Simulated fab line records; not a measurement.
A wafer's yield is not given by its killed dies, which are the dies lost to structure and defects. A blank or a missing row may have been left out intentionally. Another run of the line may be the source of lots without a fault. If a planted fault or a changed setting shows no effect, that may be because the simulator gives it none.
Problem report in the 8D (eight disciplines) form, filled by code    flow berkeley_cmos170    the parts of the form that need people (team, actions taken, sign-off) are left out

## 1. WHAT IS WRONG
spin_speed_rpm at UCB170_M3_COAT_09 reads a mean of 2953.4 rpm on 6 wafers of 2 lots; wafers without a fault read 3000.4 rpm with a standard deviation of 2. Relative to the usual mean, that is a shift of -23 standard deviations.
The first sign was on wafer L552.1 at day 12 15:41, on litho_track-01. At this step, 42 wafers from 14 lots have a number in the record. Rule for "out" (also "out of limits"): further than 4 standard deviations from the usual mean. Any other wafer with a number is counted as sound.

## 2. WHAT THIS IS AND IS NOT
question                     is                      is not
which readings at this step  spin_speed_rpm          -
which lots                   L552, L553              L540, L541, L543, L544, L545, L546, L548, L550, L557, L558, L559, L561
which wafers of those lots   all that have a number  -
read on which tools          litho_track-01          litho_track-03, litho_track-04
when                         from day 12 15:41       up to then (24 sound wafers); but 12 sound wafers of L557, L558, L559, L561 came after

## 3. SUSPECTS, AND WHAT RULES EACH OUT
Counting: a tool at a process step up to the reading stays a suspect if it ran every lot that is out and no sound lot after the first of them.
- litho_track-01 at UCB170_M3_COAT_09: kept. Every lot that is out went through it, starting with L552 (day 12 15:41), and after that it ran no sound lot; the last sound lot it ran before then is L548 (day 10 16:58). On those wafers its own readings are out: spin_speed_rpm.
After counting, what remains is litho_track-01 at UCB170_M3_COAT_09.

## 4. THE CAUSE (what the simulator had put in)
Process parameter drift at UCB170_M3_COAT_09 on litho_track-01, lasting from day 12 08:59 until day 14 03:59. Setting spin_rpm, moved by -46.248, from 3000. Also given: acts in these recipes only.
The count eliminated every tool but this one.

## 5. THE EFFECT CHAIN, in route order
Each row: a reading where the mean over the struck wafers with a number is more than 3 standard deviations away from the usual. Only readings for which the record gives a usual standard deviation are gone through. hours: the time from each lot's start at the first step in this table that gives one to its start at this step, as a median over the lots. sigmas: the change in usual standard deviations.
hours  step               reading         usual       on struck wafers  change  sigmas
0      UCB170_M3_COAT_09  spin_speed_rpm  3000.4 rpm  2953.4            -47.0   -23
It contains these process steps:
- UCB170_M3_COAT_09

## 6. HOW IT WOULD HAVE BEEN CAUGHT EARLIER
In this record no reading fell out of limits until day 12 15:41, 7 hours after the fault had begun at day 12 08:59.
